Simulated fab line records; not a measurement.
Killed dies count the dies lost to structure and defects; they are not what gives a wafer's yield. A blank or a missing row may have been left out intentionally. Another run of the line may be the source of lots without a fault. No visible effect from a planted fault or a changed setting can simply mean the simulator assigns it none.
The tool behind it: which one? | flow rit-cmos | 16 lots with 48 wafers sampled at 5 steps, on a route of 202 steps

== WHAT THE GAUGES READ, wafer by wafer ==
RIT_ACTIVE_BOW_MEAS_00.
lot  | measured    | on            | INCOMING_BOW (um)
L997 | day 1 10:00 | film-metro-02 | -6 5 -5
L999 | day 1 20:02 | film-metro-03 | -15 1 -7
L100 | day 2 01:01 | film-metro-02 | 2 4 3
L101 | day 2 06:00 | film-metro-02 | -3 -4 -5
L102 | day 2 11:00 | film-metro-01 | 2 -9 -3
L104 | day 2 21:01 | film-metro-02 | 4 7 8
L105 | day 3 02:04 | film-metro-03 | -1 -3 -7
L106 | day 3 07:00 | film-metro-02 | 4 2 -8
L107 | day 3 12:00 | film-metro-02 | 4 2 3
L108 | day 3 17:00 | film-metro-02 | -6 6 1
L109 | day 3 22:00 | film-metro-01 | 1 -4 -8
L110 | day 4 03:00 | film-metro-03 | 6 6 -5
L111 | day 4 08:00 | film-metro-03 | -4 7 9
L112 | day 4 13:00 | film-metro-02 | 11 6 -5
L113 | day 4 18:01 | film-metro-01 | -5 3 1
L114 | day 4 23:02 | film-metro-02 | 0 0 -2

RIT_NRETRO_TW_MEAS_10.
lot  | measured    | on            | NRETRO_TW
L997 | day 2 06:15 | film-metro-03 | 1053 1053 1056
L999 | day 2 15:19 | film-metro-03 | 1053 1055 1052
L100 | day 2 20:51 | film-metro-02 | 1038 1038 1046
L101 | day 3 02:41 | film-metro-03 | 1051 1049 1046
L102 | day 3 08:53 | film-metro-03 | 1047 1050 1056
L104 | day 3 18:16 | film-metro-01 | 1022 1024 1024
L105 | day 3 22:35 | film-metro-02 | 1038 1039 1037
L106 | day 4 04:49 | film-metro-02 | 1046 1047 1046
L107 | day 4 10:27 | film-metro-02 | 1045 1050 1050
L108 | day 4 15:32 | film-metro-01 | 1025 1026 1028
L109 | day 4 22:47 | film-metro-01 | 1024 1032 1027
L110 | day 5 01:43 | film-metro-02 | 1046 1043 1049
L111 | day 5 05:03 | film-metro-01 | 1398 1395 1397
L112 | day 5 10:34 | film-metro-03 | 1434 1426 1433
L113 | day 5 14:28 | film-metro-01 | 1393 1383 1395
L114 | day 5 18:53 | film-metro-01 | 1385 1383 1387

RIT_CONTACT_OVL_MEAS_09.
lot  | measured    | on         | CONTACT_OVL (nm)
L997 | day 3 05:10 | overlay-02 | -0.3 -0.9 -0.9
L999 | day 3 13:32 | overlay-01 | 0.5 -1.0 0.2
L100 | day 3 18:57 | overlay-01 | -0.5 2.4 -1.3
L101 | day 4 00:52 | overlay-01 | -1.7 -2.6 -3.3
L102 | day 4 11:38 | overlay-02 | -0.2 -2.3 -2.9
L104 | day 4 17:29 | overlay-02 | -0.3 0.2 0.5
L105 | day 4 21:40 | overlay-02 | -0.2 0.4 -0.5
L106 | day 5 05:16 | overlay-02 | -0.8 -1.3 -0.8
L107 | day 5 07:54 | overlay-01 | -0.9 -1.0 -1.0
L108 | day 5 15:03 | overlay-01 | -2.2 -1.2 0.0
L109 | day 5 21:50 | overlay-01 | -0.2 -1.8 -1.0
L110 | day 6 03:43 | overlay-01 | -3.0 -0.5 -3.8
L111 | day 6 02:59 | overlay-01 | -0.1 -1.7 -0.2
L112 | day 6 11:20 | overlay-01 | -0.7 0.4 0.1
L113 | day 6 12:20 | overlay-02 | 0.7 1.5 1.9
L114 | day 6 16:35 | overlay-02 | -1.2 -2.3 -2.0

== TOOL THAT RAN EACH LOT (tool first, then ch and the chambers of the sampled wafers, then the start) ==
lot  | RIT_NRETRO_IMPLANT_08          | RIT_SILICIDE_RTA_06
L997 | implanter-02 ch 0, day 2 05:56 | rtp-anneal-01 ch 0, day 3 03:41
L999 | implanter-03 ch 0, day 2 15:01 | rtp-anneal-01 ch 0, day 3 12:16
L100 | implanter-02 ch 0, day 2 20:32 | rtp-anneal-02 ch 0, day 3 17:33
L101 | implanter-04 ch 0, day 3 02:22 | rtp-anneal-01 ch 0, day 3 23:36
L102 | implanter-02 ch 0, day 3 08:34 | rtp-anneal-02 ch 0, day 4 10:22
L104 | implanter-04 ch 0, day 3 17:57 | rtp-anneal-02 ch 0, day 4 15:59
L105 | implanter-03 ch 0, day 3 22:19 | rtp-anneal-01 ch 0, day 4 20:17
L106 | implanter-03 ch 0, day 4 04:29 | rtp-anneal-02 ch 0, day 5 03:59
L107 | implanter-02 ch 0, day 4 10:07 | rtp-anneal-01 ch 0, day 5 06:38
L108 | implanter-02 ch 0, day 4 15:13 | rtp-anneal-02 ch 0, day 5 13:47
L109 | implanter-04 ch 0, day 4 22:28 | rtp-anneal-01 ch 0, day 5 20:34
L110 | implanter-04 ch 0, day 5 01:24 | rtp-anneal-01 ch 0, day 6 02:27
L111 | implanter-03 ch 0, day 5 04:44 | rtp-anneal-01 ch 0, day 6 01:43
L112 | implanter-02 ch 0, day 5 10:14 | rtp-anneal-01 ch 0, day 6 09:57
L113 | implanter-04 ch 0, day 5 14:10 | rtp-anneal-01 ch 0, day 6 10:46
L114 | implanter-03 ch 0, day 5 18:34 | rtp-anneal-02 ch 0, day 6 15:20
- RIT_NRETRO_IMPLANT_08
- RIT_SILICIDE_RTA_06: time 10 s, ramp up 5 s, ramp down 10 s.

== WHAT THE TOOLS THEMSELVES READ (means of the sampled wafers that have a number; where no wafer has one, the mark that the record gives instead) ==
RIT_SILICIDE_RTA_06.
lot  | tool          | wafer_temp_C_max
L997 | rtp-anneal-01 | 755.0
L999 | rtp-anneal-01 | 754.3
L100 | rtp-anneal-02 | 751.9
L101 | rtp-anneal-01 | 754.5
L102 | rtp-anneal-02 | 752.0
L104 | rtp-anneal-02 | 751.6
L105 | rtp-anneal-01 | 754.1
L106 | rtp-anneal-02 | 752.7
L107 | rtp-anneal-01 | 755.6
L108 | rtp-anneal-02 | 752.2
L109 | rtp-anneal-01 | 754.7
L110 | rtp-anneal-01 | 755.2
L111 | rtp-anneal-01 | 754.5
L112 | rtp-anneal-01 | 754.3
L113 | rtp-anneal-01 | 754.5
L114 | rtp-anneal-02 | 752.1

== THE ANSWER, worked out from the rows above alone ==
Rule: what is usual is taken from the lots themselves. Put in order of their means at a reading, lots are off if they are a third of the lots or fewer, leave a main group of 4 or more, and stand apart from it by a gap of 3 or more times the standard deviation of the main group's means; of several such gaps the widest counts. The tables above print the reading to a certain number of digits; a main group whose means all agree to those digits is not used. A lot without any number at a reading at which 4 lots or more have one is off too. Where the step has rows for the other lots, those lots are counted as sound. After the gauges, taken in route order, come the tools' own readings; for these a lot's mean is taken, as printed above. The first step at which some lot is off is used, and at that step the reading that is off furthest; a lot without a number counts as furthest.
Off: L111, L112, L113, L114, at RIT_NRETRO_TW_MEAS_10 (NRETRO_TW). The main group: mean 1042, standard deviation 10.
A tool fits if, at a process step before that reading, it ran every lot that is off, and no sound lot after the first of them. Gauges at RIT_NRETRO_TW_MEAS_10: tried the same way as those tools. Not one of the candidates tried fits.

== WHAT THE SIMULATOR HAD PUT IN ==
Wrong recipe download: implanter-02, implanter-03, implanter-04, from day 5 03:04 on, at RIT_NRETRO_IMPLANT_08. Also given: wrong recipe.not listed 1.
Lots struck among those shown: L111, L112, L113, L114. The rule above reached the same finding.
